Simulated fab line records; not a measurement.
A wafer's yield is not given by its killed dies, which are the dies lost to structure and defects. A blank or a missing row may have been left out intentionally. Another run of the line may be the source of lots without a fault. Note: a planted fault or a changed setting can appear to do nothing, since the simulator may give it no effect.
fab line records	flow ritCmos
record lots=7	wafers=21	lastDay=7
route steps=202 shown ACTIVE@11 FOX1@20 FOX2@23 NWELL@28 PWELL@39 WELLDRIVE@50 M1@202
lots that met no fault: taken from a fault-free run of the same line
startH: the number of hours between the record's first day and the start of the first shown wafer of the lot	waitH: hours since the lot's step before	" same as the row above	L1.1+2: one row covering several wafers at once	- value missing, or start not given	* or withheld: withheld	< > ~ a bound
route shown NAME@n: NAME is a module with steps in the file, n the number in the route of the first one	usual: average and standard deviation across the fault-free wafers	same: alike in all rows	chamber/n: place in a boat	sites: readings site by site	_std_site: the values' standard deviation	_edge_site: mean of outer sites minus mean of inner sites	radiusMm: for every site, how far away it sits from the centre of the wafer	mask NAME#n: copy n	behind: the last tool/chamber to shape the wafer	hold: the reason the lot was held/the length of the hold in hours/how it ended	device: transistor that didn't switch, given as n, p or np	end of line: the route-end tests of the same wafers	step lacking rows: just its recipe	killed: at the first sort, the dies lost to defects and structure; wafer yield is something else	map: the dies of a wafer, with x for killed, . for not killed, _ for no die there
set.NAME: setting as actually run; set.NAME@STEP: the setting as run at that earlier step	model.NAME: the simulator's own value behind a step, which no gauge read
a table for each step, a row for each wafer; lots at some steps of the route
services: when a tool's chamber went out of use (startH, in hours from the record's first day, below 0 if earlier), for how many hours, and the reason
## steps
# step RIT_ACTIVE_DEVELOP_10
# recipe resist=NOVOLAK	developTimeS=50	devTempC=23.75
# step RIT_ACTIVE_CD_MEAS_11
# recipe targetCdNm=1400
# usual cdNm=1400.4/2.1
lot.wafer	tool	chamber	startH	waitH	cdNm
L337.2	cdSem-01	-	56.48	-	1398.4
L337.3	"	-	"	"	1396.7
L337.6	"	-	"	"	1399.7
L341.1	cdSem-02	-	74.56	-	1401.8
L341.2	"	-	"	"	1402.6
L341.5	"	-	"	"	1400.7
L342.4	cdSem-01	-	81.14	-	1398.3
L342.5	"	-	"	"	1400.1
L342.6	"	-	"	"	1400.0
L346.1	cdSem-01	-	102.62	-	1400.6
L346.2	"	-	"	"	1399.1
L346.4	"	-	"	"	1400.0
L347.1	cdSem-01	-	105.69	-	1398.7
L347.2	"	-	"	"	1401.3
L347.3	"	-	"	"	1397.8
L348.1	cdSem-02	-	109.56	-	1403.7
L348.2	"	-	"	"	1406.1
L348.5	"	-	"	"	1404.6
L351.2	cdSem-01	-	125.38	-	1403.8
L351.3	"	-	"	"	1400.1
L351.4	"	-	"	"	1402.9
# step RIT_ACTIVE_HARDBAKE_12
# recipe resist=NOVOLAK	tempC=140	timeS=60
# step RIT_ACTIVE_ETCH_13
# recipe stopOn=SiO2	chemistry=SF6	target=Si3N4	timeS=210	overEtchFrac=0.4	SF6_flow_sccm=200	pressureMtorr=260	rfW=125	targetDepthA=2100
# usual drypumpMotorCurrentA=5.7/0.37	oesProductAu=0.816/0.011	throttleValvePct=7.50/0.12
lot.wafer	tool	chamber	startH	waitH	drypumpMotorCurrentA	oesProductAu	rfHoursCounterH	throttleValvePct
L337.2	rieDiel-04	2	56.73	0.1	5.1	0.818	90	7.57
L337.3	"	3	"	"	6.0	0.810	153	7.44
L337.6	"	1	"	"	5.9	0.826	-	7.62
L341.1	rieDiel-03	3	74.83	0.1	6.0	0.822	52	7.24
L341.2	"	0	"	"	6.2	0.798	7	7.65
L341.5	"	0	"	"	6.2	0.800	-	7.66
L342.4	rieDiel-01	3	81.35	0.1	5.6	0.806	88	7.57
L342.5	"	1	"	"	6.0	0.827	-	7.42
L342.6	"	0	"	"	6.4	0.834	-	7.59
L346.1	rieDiel-04	0	102.99	0.1	5.5	0.804	60	7.44
L346.2	"	2	"	"	5.2	0.806	91	7.57
L346.4	"	1	"	"	5.9	0.814	88	7.62
L347.1	rieDiel-04	3	106.15	0.1	6.0	0.813	154	7.44
L347.2	"	2	"	"	5.2	0.808	91	7.56
L347.3	"	1	"	"	5.9	0.815	88	7.63
L348.1	rieDiel-04	1	109.83	0.1	5.8	0.822	88	7.62
L348.2	"	2	"	"	5.1	0.809	91	7.57
L348.5	"	1	"	"	5.9	0.826	-	7.63
L351.2	rieDiel-03	1	125.63	0.1	6.0	0.816	129	7.64
L351.3	"	0	"	"	6.2	0.800	8	7.67
L351.4	"	2	"	"	5.1	0.826	5	7.49
# step RIT_ACTIVE_STRIP_14
# recipe chemistry=O2	timeS=180	resist=NOVOLAK	platenTempC=withheld	powerW=500	pressureMtorr=4000	o2FlowSccm=4000
# usual drypumpMotorCurrentA=5.59/0.29
lot.wafer	tool	chamber	startH	waitH	drypumpMotorCurrentA	rfHoursCounterH
L337.2	plasmaAsher-02	0	56.86	0.1	5.12	25
L337.3	"	0	"	"	5.12	-
L337.6	"	0	"	"	5.11	-
L341.1	plasmaAsher-02	0	74.97	0.1	5.11	27
L341.2	"	1	"	"	5.70	27
L341.5	"	0	"	"	5.11	-
L342.4	plasmaAsher-02	1	81.54	0.1	5.66	-
L342.5	"	0	"	"	5.12	-
L342.6	"	1	"	"	5.69	-
L346.1	plasmaAsher-01	1	103.13	0.1	6.09	46
L346.2	"	0	"	"	5.57	46
L346.4	"	1	"	"	6.04	-
L347.1	plasmaAsher-01	0	106.29	0.1	5.55	46
L347.2	"	1	"	"	6.09	46
L347.3	"	0	"	"	5.56	-
L348.1	plasmaAsher-02	0	109.97	0.1	5.11	31
L348.2	"	1	"	"	5.69	31
L348.5	"	1	"	"	5.68	-
L351.2	plasmaAsher-03	0	125.76	0.1	5.53	1
L351.3	"	0	"	"	5.54	-
L351.4	"	1	"	"	5.65	-
# step RIT_ACTIVE_CD_MEAS_90
# recipe targetCdNm=1400
# usual cdNm=1400.4/2.1
lot.wafer	tool	chamber	startH	waitH	cdNm
L337.2	cdSem-02	-	57.06	0.1	1398.8
L337.3	"	-	"	"	1397.2
L337.6	"	-	"	"	1399.5
L341.1	cdSem-02	-	75.14	0.1	1402.1
L341.2	"	-	"	"	1402.4
L341.5	"	-	"	"	1400.7
L342.4	cdSem-02	-	81.71	0.1	1398.4
L342.5	"	-	"	"	1400.4
L342.6	"	-	"	"	1400.2
L346.1	cdSem-02	-	103.30	0.1	1400.6
L346.2	"	-	"	"	1399.6
L346.4	"	-	"	"	1399.9
L347.1	cdSem-01	-	106.46	0.1	1398.9
L347.2	"	-	"	"	1401.1
L347.3	"	-	"	"	1397.5
L348.1	cdSem-01	-	110.14	0.1	1403.3
L348.2	"	-	"	"	1406.6
L348.5	"	-	"	"	1404.5
L351.2	cdSem-01	-	125.96	0.1	1403.9
L351.3	"	-	"	"	1400.3
L351.4	"	-	"	"	1402.6
# step RIT_ACTIVE_CLEAN_15
# recipe chemistry=SC1	mix=3:3:50	timeS=600	tempC=75
# step RIT_ACTIVE_CLEAN_16
# recipe chemistry=dHF	dilution=50:1	timeS=30
# step RIT_ACTIVE_CLEAN_17
# recipe chemistry=SC2	mix=3:3:50	timeS=600	tempC=75	dry=n2Spin
# step RIT_FOX1_OXIDATION_00
# recipe tempC=1100	ambient=H2O	targetThkA=3507	pH2oTorr=720	oxTimeS=1130
# step RIT_FOX1_THK_MEAS_01
# recipe reads=SiO2_of_FOX1_OXIDATION_00
# usual FOX1_OXIDE_THK=353/8.5
lot.wafer	tool	chamber	startH	waitH	FOX1_OXIDE_THK[nm]
L337.2	filmMetro-03	-	60.48	0.0	360
L337.3	"	-	"	"	369
L337.6	"	-	"	"	366
L341.1	filmMetro-03	-	78.04	0.0	351
L341.2	"	-	"	"	354
L341.5	"	-	"	"	356
L342.4	filmMetro-02	-	85.61	0.0	353
L342.5	"	-	"	"	350
L342.6	"	-	"	"	350
L346.1	filmMetro-03	-	105.18	0.1	325
L346.2	"	-	"	"	329
L346.4	"	-	"	"	330
L347.1	filmMetro-03	-	109.00	0.0	341
L347.2	"	-	"	"	351
L347.3	"	-	"	"	343
L348.1	filmMetro-01	-	113.21	0.0	357
L348.2	"	-	"	"	358
L348.5	"	-	"	"	357
L351.2	filmMetro-03	-	128.38	0.0	342
L351.3	"	-	"	"	338
L351.4	"	-	"	"	341
# step RIT_FOX1_WET_ETCH_02
# recipe chemistry=BOE	targetDepthNm=350	timeS=390	tempC=21.5	dry=n2Spin	dilution=10:1	target=SiO2
# step RIT_FOX2_OXIDATION_00
# recipe tempC=1100	ambient=H2O	targetThkA=3507	pH2oTorr=720	oxTimeS=1130
# usual oxTempCMax=1105.0/1.8	tube_center_temp_C_max=1102.8/0.4
# same oxTimeS=1130
lot.wafer	tool	chamber	startH	waitH	oxTempCMax	tube_center_temp_C_max
L337.2	furnace-03	0	65.97	5.3	1105.0	1102.8
L337.3	"	0	"	"	1104.5	1103.4
L337.6	"	0	"	"	1102.8	1102.2
L341.1	furnace-04	0	78.22	0.0	1106.7	1102.8
L341.2	"	0	"	"	1107.1	1103.7
L341.5	"	0	"	"	1105.6	1102.6
L342.4	furnace-04	0	87.05	1.3	1107.2	1102.9
L342.5	"	0	"	"	1108.0	1102.5
L342.6	"	0	"	"	1107.4	1102.9
L346.1	furnace-04	0	106.38	1.0	1107.4	1102.6
L346.2	"	0	"	"	1106.5	1103.0
L346.4	"	0	"	"	1107.0	1102.6
L347.1	furnace-04	0	110.33	1.1	1107.0	1102.9
L347.2	"	0	"	"	1106.4	1102.7
L347.3	"	0	"	"	1107.0	1103.2
L348.1	furnace-04	0	113.38	0.0	1108.4	1102.3
L348.2	"	0	"	"	1106.9	1103.1
L348.5	"	0	"	"	1107.3	1102.2
L351.2	furnace-03	0	129.54	1.0	1103.5	1103.0
L351.3	"	0	"	"	1103.7	1103.2
L351.4	"	0	"	"	1103.3	1103.0
# step RIT_FOX2_THK_MEAS_01
# recipe reads=SiO2_of_FOX2_OXIDATION_00
# usual FOX2_OXIDE_THK=350/6.2
lot.wafer	tool	chamber	startH	waitH	FOX2_OXIDE_THK[nm]
L337.2	filmMetro-01	-	67.30	0.0	351
L337.3	"	-	"	"	347
L337.6	"	-	"	"	349
L341.1	filmMetro-01	-	79.53	0.0	354
L341.2	"	-	"	"	354
L341.5	"	-	"	"	352
L342.4	filmMetro-01	-	88.40	0.0	341
L342.5	"	-	"	"	346
L342.6	"	-	"	"	337
L346.1	filmMetro-01	-	107.69	0.0	356
L346.2	"	-	"	"	355
L346.4	"	-	"	"	357
L347.1	filmMetro-01	-	111.64	0.0	353
L347.2	"	-	"	"	356
L347.3	"	-	"	"	355
L348.1	filmMetro-01	-	114.70	0.0	342
L348.2	"	-	"	"	334
L348.5	"	-	"	"	356
L351.2	filmMetro-04	-	130.86	0.0	344
L351.3	"	-	"	"	349
L351.4	"	-	"	"	346
# step RIT_FOX2_CLEAN_02
# recipe chemistry=dHF	dilution=50:1	timeS=180
# step RIT_FOX2_WET_ETCH_03
# recipe chemistry=H3PO4	target=Si3N4	targetDepthNm=195	tempC=165	timeS=2700
# step RIT_FOX2_THK_MEAS_90
# recipe reads=SiO2_of_FOX2_OXIDATION_00
# usual FIELD_OXIDE_LEFT_1_THK=323/6.2
lot.wafer	tool	chamber	startH	waitH	FIELD_OXIDE_LEFT_1_THK[nm]
L337.2	filmMetro-04	-	68.24	0.0	324
L337.3	"	-	"	"	320
L337.6	"	-	"	"	321
L341.1	filmMetro-04	-	80.41	0.0	327
L341.2	"	-	"	"	326
L341.5	"	-	"	"	325
L342.4	filmMetro-03	-	89.27	0.0	314
L342.5	"	-	"	"	319
L342.6	"	-	"	"	310
L346.1	filmMetro-01	-	108.64	0.0	329
L346.2	"	-	"	"	328
L346.4	"	-	"	"	329
L347.1	filmMetro-03	-	112.59	0.0	326
L347.2	"	-	"	"	329
L347.3	"	-	"	"	327
L348.1	filmMetro-04	-	115.65	0.0	316
L348.2	"	-	"	"	308
L348.5	"	-	"	"	329
L351.2	filmMetro-04	-	131.74	0.0	317
L351.3	"	-	"	"	322
L351.4	"	-	"	"	319
# step RIT_NWELL_HMDS_00
# recipe primeTimeS=62.45	primeTempC=140
# step RIT_NWELL_COAT_01
# recipe resist=NOVOLAK	spinRpm=2000	resistThkNm=1300
# step RIT_NWELL_SOFTBAKE_02
# recipe resist=NOVOLAK	tempC=90	timeS=60
# step RIT_NWELL_EXPOSE_03
# recipe maskId=M2	na=0.57	targetCdNm=43900	doseMj=250
# step RIT_NWELL_PEB_04
# recipe resist=NOVOLAK	tempC=withheld	timeS=withheld
# step RIT_NWELL_DEVELOP_05
# recipe resist=NOVOLAK	developTimeS=68	devTempC=23
# step RIT_NWELL_OVL_MEAS_06
# usual NWELL_OVL=0.1/1.3
lot.wafer	tool	chamber	startH	waitH	NWELL_OVL[nm]
L337.2	overlay-02	-	69.30	-	0.2
L337.3	"	-	"	"	-1.4
L337.6	"	-	"	"	0.5
L341.1	overlay-01	-	81.47	-	-0.8
L341.2	"	-	"	"	-2.6
L341.5	"	-	"	"	-1.1
L342.4	overlay-01	-	90.20	-	-0.4
L342.5	"	-	"	"	0.5
L342.6	"	-	"	"	0.7
L346.1	overlay-02	-	109.95	-	1.2
L346.2	"	-	"	"	0.5
L346.4	"	-	"	"	1.5
L347.1	overlay-02	-	113.53	-	-0.2
L347.2	"	-	"	"	0.3
L347.3	"	-	"	"	-1.2
L348.1	overlay-02	-	116.64	-	-1.4
L348.2	"	-	"	"	0.4
L348.5	"	-	"	"	1.9
L351.2	overlay-02	-	132.68	-	0.3
L351.3	"	-	"	"	2.0
L351.4	"	-	"	"	1.3
# step RIT_NWELL_HARDBAKE_07
# recipe resist=NOVOLAK	tempC=140	timeS=120
# step RIT_NWELL_IMPLANT_08
# recipe species=P	energyKev=170	doseCm2=5e+13	tiltDeg=7
# step RIT_NWELL_STRIP_09
# recipe chemistry=O2	timeS=180	resist=NOVOLAK	platenTempC=withheld	powerW=500	pressureMtorr=4000	o2FlowSccm=4000
# usual drypumpMotorCurrentA=5.54/0.26
lot.wafer	tool	chamber	startH	waitH	drypumpMotorCurrentA	rfHoursCounterH
L337.2	plasmaAsher-03	0	69.73	0.1	5.54	42
L337.3	"	1	"	"	5.64	-
L337.6	"	1	"	"	5.65	-
L341.1	plasmaAsher-04	1	81.91	0.1	5.68	45
L341.2	"	0	"	"	5.91	45
L341.5	"	0	"	"	5.93	-
L342.4	plasmaAsher-02	0	90.91	0.1	5.11	-
L342.5	"	0	"	"	5.12	-
L342.6	"	1	"	"	5.70	-
L346.1	plasmaAsher-02	1	110.39	0.1	5.69	31
L346.2	"	0	"	"	5.13	31
L346.4	"	1	"	"	5.67	-
L347.1	plasmaAsher-04	0	113.97	0.1	5.93	48
L347.2	"	1	"	"	5.64	48
L347.3	"	1	"	"	5.67	-
L348.1	plasmaAsher-02	1	117.07	0.1	5.71	32
L348.2	"	0	"	"	5.14	32
L348.5	"	0	"	"	5.12	-
L351.2	plasmaAsher-04	1	133.11	0.1	5.67	50
L351.3	"	1	"	"	5.69	-
L351.4	"	0	"	"	5.94	-
# step RIT_NWELL_TW_MEAS_10
# usual NWELL_TW=2126/18
lot.wafer	tool	chamber	startH	waitH	NWELL_TW
L337.2	filmMetro-01	-	69.92	0.1	2105
L337.3	"	-	"	"	2103
L337.6	"	-	"	"	2094
L341.1	filmMetro-01	-	82.08	0.1	2108
L341.2	"	-	"	"	2111
L341.5	"	-	"	"	2120
L342.4	filmMetro-02	-	91.05	0.1	2148
L342.5	"	-	"	"	2129
L342.6	"	-	"	"	2149
L346.1	filmMetro-01	-	110.56	0.1	2126
L346.2	"	-	"	"	2119
L346.4	"	-	"	"	2124
L347.1	filmMetro-04	-	114.14	0.1	2133
L347.2	"	-	"	"	2128
L347.3	"	-	"	"	2122
L348.1	filmMetro-02	-	117.25	0.1	2137
L348.2	"	-	"	"	2145
L348.5	"	-	"	"	2133
L351.2	filmMetro-04	-	133.29	0.1	2144
L351.3	"	-	"	"	2135
L351.4	"	-	"	"	2149
# step RIT_PWELL_HMDS_00
# recipe primeTimeS=60	primeTempC=140
# step RIT_PWELL_COAT_01
# recipe resist=NOVOLAK	spinRpm=2000	resistThkNm=1300
# step RIT_PWELL_SOFTBAKE_02
# recipe resist=NOVOLAK	tempC=90	timeS=60
# step RIT_PWELL_EXPOSE_03
# recipe maskId=M3	na=0.57	targetCdNm=43700	doseMj=250
# step RIT_PWELL_PEB_04
# recipe resist=NOVOLAK	tempC=withheld	timeS=withheld
# step RIT_PWELL_DEVELOP_05
# recipe resist=NOVOLAK	developTimeS=68	devTempC=23
# step RIT_PWELL_OVL_MEAS_06
# usual PWELL_OVL=0.4/1.3
lot.wafer	tool	chamber	startH	waitH	PWELL_OVL[nm]
L337.2	overlay-02	-	70.98	-	0.3
L337.3	"	-	"	"	0.2
L337.6	"	-	"	"	0.0
L341.1	overlay-01	-	83.17	-	-2.2
L341.2	"	-	"	"	-0.2
L341.5	"	-	"	"	-0.8
L342.4	overlay-01	-	92.53	-	0.5
L342.5	"	-	"	"	1.1
L342.6	"	-	"	"	1.9
L346.1	overlay-01	-	111.63	-	-1.1
L346.2	"	-	"	"	-2.9
L346.4	"	-	"	"	0.3
L347.1	overlay-01	-	115.08	-	-2.5
L347.2	"	-	"	"	-1.7
L347.3	"	-	"	"	-1.2
L348.1	overlay-01	-	118.52	-	1.7
L348.2	"	-	"	"	-1.1
L348.5	"	-	"	"	0.6
L351.2	overlay-01	-	134.30	-	-0.5
L351.3	"	-	"	"	-0.9
L351.4	"	-	"	"	-1.7
# step RIT_PWELL_HARDBAKE_07
# recipe resist=NOVOLAK	tempC=140	timeS=120
# step RIT_PWELL_IMPLANT_08
# recipe species=B	energyKev=170	doseCm2=6.831e+13	tiltDeg=7
# step RIT_PWELL_STRIP_09
# recipe chemistry=O2	timeS=180	resist=NOVOLAK	platenTempC=withheld	powerW=500	pressureMtorr=4000	o2FlowSccm=4000
# usual drypumpMotorCurrentA=5.76/0.21
lot.wafer	tool	chamber	startH	waitH	drypumpMotorCurrentA	rfHoursCounterH
L337.2	plasmaAsher-04	0	71.41	0.1	5.92	43
L337.3	"	1	"	"	5.67	-
L337.6	"	1	"	"	5.69	-
L341.1	plasmaAsher-03	1	83.61	0.1	5.63	43
L341.2	"	0	"	"	5.54	43
L341.5	"	0	"	"	5.52	-
L342.4	plasmaAsher-01	1	93.00	0.1	6.04	-
L342.5	"	1	"	"	6.06	-
L342.6	"	0	"	"	5.56	-
L346.1	plasmaAsher-01	0	112.07	0.1	5.56	47
L346.2	"	1	"	"	6.08	47
L346.4	"	1	"	"	6.06	-
L347.1	plasmaAsher-04	0	115.52	0.1	5.94	48
L347.2	"	1	"	"	5.68	48
L347.3	"	0	"	"	5.93	-
L348.1	plasmaAsher-03	1	118.96	0.1	5.63	0
L348.2	"	0	"	"	5.54	0
L348.5	"	0	"	"	5.53	-
L351.2	plasmaAsher-01	1	134.73	0.1	6.05	50
L351.3	"	0	"	"	5.55	-
L351.4	"	1	"	"	6.05	-
# step RIT_PWELL_TW_MEAS_10
# usual PWELL_TW=937/7.3
lot.wafer	tool	chamber	startH	waitH	PWELL_TW
L337.2	filmMetro-04	-	71.59	0.1	943
L337.3	"	-	"	"	942
L337.6	"	-	"	"	940
L341.1	filmMetro-01	-	83.78	0.1	930
L341.2	"	-	"	"	933
L341.5	"	-	"	"	926
L342.4	filmMetro-02	-	93.15	0.1	941
L342.5	"	-	"	"	944
L342.6	"	-	"	"	943
L346.1	filmMetro-01	-	112.24	0.1	933
L346.2	"	-	"	"	929
L346.4	"	-	"	"	936
L347.1	filmMetro-02	-	115.69	0.1	935
L347.2	"	-	"	"	939
L347.3	"	-	"	"	940
L348.1	filmMetro-02	-	119.13	0.1	935
L348.2	"	-	"	"	939
L348.5	"	-	"	"	937
L351.2	filmMetro-04	-	134.91	0.1	945
L351.3	"	-	"	"	944
L351.4	"	-	"	"	940
# step RIT_WELLDRIVE_ANNEAL_00
# recipe tempC=1100	timeS=14700	ambient=N2
# step RIT_WELLDRIVE_RS_MEAS_01
# recipe thkMeasGauge=four-point-probe
# usual NWELL_RS=275.5/0.86
lot.wafer	tool	chamber	startH	waitH	NWELL_RS[ohm/sq]
L337.2	filmMetro-02	-	76.75	0.0	277.4
L337.3	"	-	"	"	276.0
L337.6	"	-	"	"	276.4
L341.1	filmMetro-01	-	89.23	0.0	275.9
L341.2	"	-	"	"	276.2
L341.5	"	-	"	"	276.2
L342.4	filmMetro-04	-	98.45	0.1	275.3
L342.5	"	-	"	"	275.2
L342.6	"	-	"	"	275.5
L346.1	filmMetro-01	-	117.69	0.0	275.3
L346.2	"	-	"	"	275.4
L346.4	"	-	"	"	274.8
L347.1	filmMetro-02	-	122.14	0.0	274.9
L347.2	"	-	"	"	275.4
L347.3	"	-	"	"	275.1
L348.1	filmMetro-01	-	124.28	0.0	274.2
L348.2	"	-	"	"	274.5
L348.5	"	-	"	"	274.1
L351.2	filmMetro-04	-	140.06	0.0	275.1
L351.3	"	-	"	"	275.5
L351.4	"	-	"	"	275.5
# step RIT_WELLDRIVE_RS_MEAS_02
# recipe thkMeasGauge=four-point-probe
# usual PWELL_RS=435.9/1.3
lot.wafer	tool	chamber	startH	waitH	PWELL_RS[ohm/sq]
L337.2	filmMetro-02	-	76.87	0.1	436.5
L337.3	"	-	"	"	436.5
L337.6	"	-	"	"	434.9
L341.1	filmMetro-01	-	89.35	0.1	434.4
L341.2	"	-	"	"	435.8
L341.5	"	-	"	"	434.4
L342.4	filmMetro-04	-	98.57	0.1	435.6
L342.5	"	-	"	"	435.1
L342.6	"	-	"	"	434.7
L346.1	filmMetro-01	-	117.81	0.1	439.2
L346.2	"	-	"	"	438.2
L346.4	"	-	"	"	439.1
L347.1	filmMetro-02	-	122.26	0.1	436.3
L347.2	"	-	"	"	436.3
L347.3	"	-	"	"	435.3
L348.1	filmMetro-01	-	124.40	0.1	437.7
L348.2	"	-	"	"	437.6
L348.5	"	-	"	"	436.9
L351.2	filmMetro-04	-	140.18	0.1	434.3
L351.3	"	-	"	"	435.8
L351.4	"	-	"	"	434.3
# step RIT_M1_PROBE_99
# usual killedAtContacts=0.1/0.23	killedAtFrontEnd=6/3.1	killedDies=6/3.1	killedOpen=3.2/1.9	killedShort=3.2/2.1
# same grossDies=264	killed_at_M0_to_M3=0	killed_at_M4_up=0	killedAtBackSide=0	killedAtOther=0
lot.wafer	tool	chamber	startH	waitH	killedAtContacts	killedAtFrontEnd	killedDies	killedOpen	killedShort	model.etest.pmos_0p15.gateLog10ACm2	model.etest.nmos_0p15.gateLog10ACm2	model.etest.gateToDiffusionComb.leakLog10AUm	model.etest.diodeNwellSub.leakLog10ACm2	model.etest.nmos_0p15.gateBvV	model.etest.pmos_0p15.gateBvV	model.etest.pmos_0p15.bvV	model.etest.pmos_0p3.bvV
L337.2	prober-02	-	108.77	0.1	0	5	5	3	2	-6.39	-5.445	-12.32	-7.543	4.801	4.674	5.663	5.662
L337.3	prober-02	-	108.82	0.2	1	3	4	2	2	-6.554	-5.593	-12.39	-7.726	4.814	4.665	5.662	5.661
L337.6	prober-02	-	108.97	0.2	0	6	6	5	1	-6.423	-5.483	-12.39	-7.386	4.807	4.673	5.671	5.669
L341.1	prober-02	-	124.90	0.1	0	5	5	1	4	-6.313	-5.433	-12.29	-7.28	4.817	4.688	5.646	5.645
L341.2	prober-02	-	124.95	0.1	0	5	5	2	3	-6.582	-5.51	-12.51	-7.936	4.815	4.729	5.687	5.686
L341.5	prober-02	-	125.10	0.2	0	9	9	5	4	-6.055	-4.985	-11.92	-7.646	4.754	4.62	5.596	5.595
L342.4	prober-01	-	158.89	0.2	0	4	4	2	2	-6.033	-4.836	-11.77	-7.548	4.696	4.594	5.598	5.596
L342.5	prober-01	-	158.94	0.2	0	5	5	2	3	-6.065	-5.029	-11.9	-7.482	4.676	4.577	5.561	5.561
L342.6	prober-01	-	158.99	0.2	0	8	8	5	3	-6.12	-5.114	-12.03	-7.808	4.712	4.632	5.619	5.618
L346.1	prober-01	-	159.04	0.4	1	4	5	4	1	-3.172	-2.419	-9.494	-5.684	3.53	3.435	4.59	4.59
L346.2	prober-01	-	159.09	0.4	0	4	4	2	2	-3.038	-2.395	-9.309	-5.787	3.503	3.408	4.565	4.565
L346.4	prober-01	-	159.19	0.5	0	5	5	3	2	-3.058	-2.401	-9.42	-5.748	3.527	3.387	4.542	4.542
L348.1	prober-02	-	159.34	0.6	0	11	11	6	5	-2.771	-2.229	-9.256	-5.883	3.409	3.328	4.495	4.495
L348.2	prober-02	-	159.39	0.6	0	10	10	9	1	-2.91	-2.222	-9.181	-5.924	3.436	3.323	4.493	4.493
L348.5	prober-02	-	159.54	0.7	0	13	13	4	9	-2.654	-1.984	-8.909	-5.792	3.382	3.285	4.455	4.455
L347.1	prober-01	-	159.64	0.8	0	3	3	1	2	-2.761	-2.119	-9.222	-5.701	3.386	3.288	4.462	4.462
L347.2	prober-01	-	159.69	0.8	0	3	3	3	0	-3.047	-2.377	-9.381	-5.489	3.509	3.381	4.546	4.546
L347.3	prober-01	-	159.74	0.8	0	9	9	4	5	-3.107	-2.34	-9.355	-5.884	3.487	3.369	4.538	4.538
L351.2	prober-02	-	176.71	0.1	0	5	5	3	2	-6.36	-5.143	-12.03	-7.577	4.736	4.634	5.624	5.622
L351.3	prober-02	-	176.76	0.2	0	3	3	2	1	-6.019	-5.158	-12.14	-7.39	4.727	4.626	5.628	5.626
L351.4	prober-02	-	176.81	0.2	0	5	5	3	2	-6.143	-5.158	-12.17	-7.644	4.715	4.596	5.59	5.589
# killed by level:class
L337.2 GATE:geometricParticle:open=3 FOX1:geometricParticle:short=1 REOX:geometricParticle:short=1
L337.3 GATE:geometricParticle:short=2 SILICIDE:geometricParticle:open=1 CONTACT:geometricParticle:open=1
L337.6 GATE:geometricParticle:open=5 GATE:geometricParticle:short=1
L341.1 FOX1:geometricParticle:open=1 FOX1:geometricParticle:short=1 FOX2:geometricParticle:short=1 REOX:geometricParticle:short=1 SPACER:geometricParticle:short=1
L341.2 GATE:geometricParticle:open=2 FOX1:geometricParticle:short=1 GATE:geometricParticle:short=1 REOX:geometricParticle:short=1
L341.5 REOX:geometricParticle:open=3 FOX1:geometricParticle:short=1 FOX1:geometricParticle:open=1 FOX2:geometricParticle:short=1 REOX:geometricParticle:short=1 SILICIDE:geometricParticle:short=1 SILICIDE:geometricParticle:open=1
L342.4 FOX1:geometricParticle:short=1 FOX2:geometricParticle:open=1 SILICIDE:geometricParticle:open=1 SILICIDE:geometricParticle:short=1
L342.5 FOX1:geometricParticle:open=1 GATE:geometricParticle:short=1 GATE:geometricParticle:open=1 SPACER:geometricParticle:short=1 SILICIDE:geometricParticle:short=1
L342.6 FOX1:geometricParticle:open=2 GATE:geometricParticle:short=2 GATE:geometricParticle:open=2 FOX2:geometricParticle:short=1 SPACER:geometricParticle:open=1
L346.1 SPACER:geometricParticle:open=2 FOX2:geometricParticle:open=1 SILICIDE:geometricParticle:short=1 CONTACT:geometricParticle:open=1
L346.2 SPACER:geometricParticle:short=2 FOX2:geometricParticle:open=1 GATE:geometricParticle:open=1
L346.4 SILICIDE:geometricParticle:open=2 GATE:geometricParticle:short=1 GATE:geometricParticle:open=1 REOX:geometricParticle:short=1
L348.1 GATE:geometricParticle:short=4 FOX1:geometricParticle:open=2 GATE:geometricParticle:open=2 FOX1:geometricParticle:short=1 REOX:geometricParticle:open=1 SILICIDE:geometricParticle:open=1
L348.2 GATE:geometricParticle:open=4 FOX1:geometricParticle:open=2 SILICIDE:geometricParticle:open=2 GATE:geometricParticle:short=1 REOX:geometricParticle:open=1
L348.5 GATE:geometricParticle:short=3 REOX:geometricParticle:open=3 REOX:geometricParticle:short=2 SPACER:geometricParticle:short=2 FOX1:geometricParticle:short=1 SILICIDE:geometricParticle:short=1 SILICIDE:geometricParticle:open=1
L347.1 FOX1:geometricParticle:short=1 GATE:geometricParticle:open=1 SILICIDE:geometricParticle:short=1
L347.2 GATE:geometricParticle:open=2 FOX1:geometricParticle:open=1
L347.3 GATE:geometricParticle:short=2 REOX:geometricParticle:open=2 REOX:geometricParticle:short=2 FOX1:geometricParticle:short=1 FOX2:geometricParticle:open=1 SILICIDE:geometricParticle:open=1
L351.2 FOX2:geometricParticle:open=1 GATE:geometricParticle:short=1 GATE:geometricParticle:open=1 SILICIDE:geometricParticle:short=1 SILICIDE:geometricParticle:open=1
L351.3 REOX:geometricParticle:open=2 SPACER:geometricParticle:short=1
L351.4 GATE:geometricParticle:open=1 REOX:geometricParticle:open=1 REOX:geometricParticle:short=1 SILICIDE:geometricParticle:open=1 SILICIDE:geometricParticle:short=1
## services
tool	chamber	startH	hours	kind
plasmaAsher-03	-	44.25	10.6	repair
plasmaAsher-02	-	48.76	7.4	repair
rieDiel-01	-	57.34	0.4	repair
furnace-04	-	62.55	2.7	pm
rieDiel-03	1	65.39	15.9	repair
rieDiel-04	1	68.21	5.2	repair
rieDiel-03	1	90.83	2.7	repair
rieDiel-01	-	94.66	28.1	pm
plasmaAsher-02	-	97.46	1.3	repair
plasmaAsher-03	-	108.75	9.0	pm
plasmaAsher-03	0	108.75	9.0	ventCycle
plasmaAsher-03	1	108.75	9.0	ventCycle
plasmaAsher-03	0	117.75	-	clean
plasmaAsher-03	1	117.75	-	clean
plasmaAsher-04	-	125.17	1.5	repair
rieDiel-04	3	126.21	-	clean
rieDiel-04	3	126.21	27.3	scheduledDown
rieDiel-04	3	126.21	27.3	ventCycle
rieDiel-03	-	130.78	2.8	pm
rieDiel-01	-	134.73	0.3	repair
## key
firstSign none at tools or gauges
modelEffect step=RIT_M1_PROBE_99	value=etest.pmos_0p15.gateLog10ACm2	without=-6.634	struck=-2.947
metAt RIT_FOX2_OXIDATION_00
struckWafers L346.1,L346.2,L346.4,L347.1,L347.2,L347.3,L348.1,L348.2,L348.5
testerLeftOut L346,L347,L348
onsetBetween 87.05 106.38
alsoFits RIT_ACTIVE_ETCH_13:rieDiel-04
fault kind=metallicContaminationSource	tool=furnace-04	chamber=-	onsetH=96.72	steps=RIT_FOX2_OXIDATION_00	rateCm2PerVisit=6e+12	species=metalFeCm2
# testerLeftOut: of these lots the tester's yield and bins aren't shown, on N5 and GAA mostly nor the transistor test; their killed dies are dies lost to structure and defects alone, not to doping, threshold or leakage, so they don't give the yield
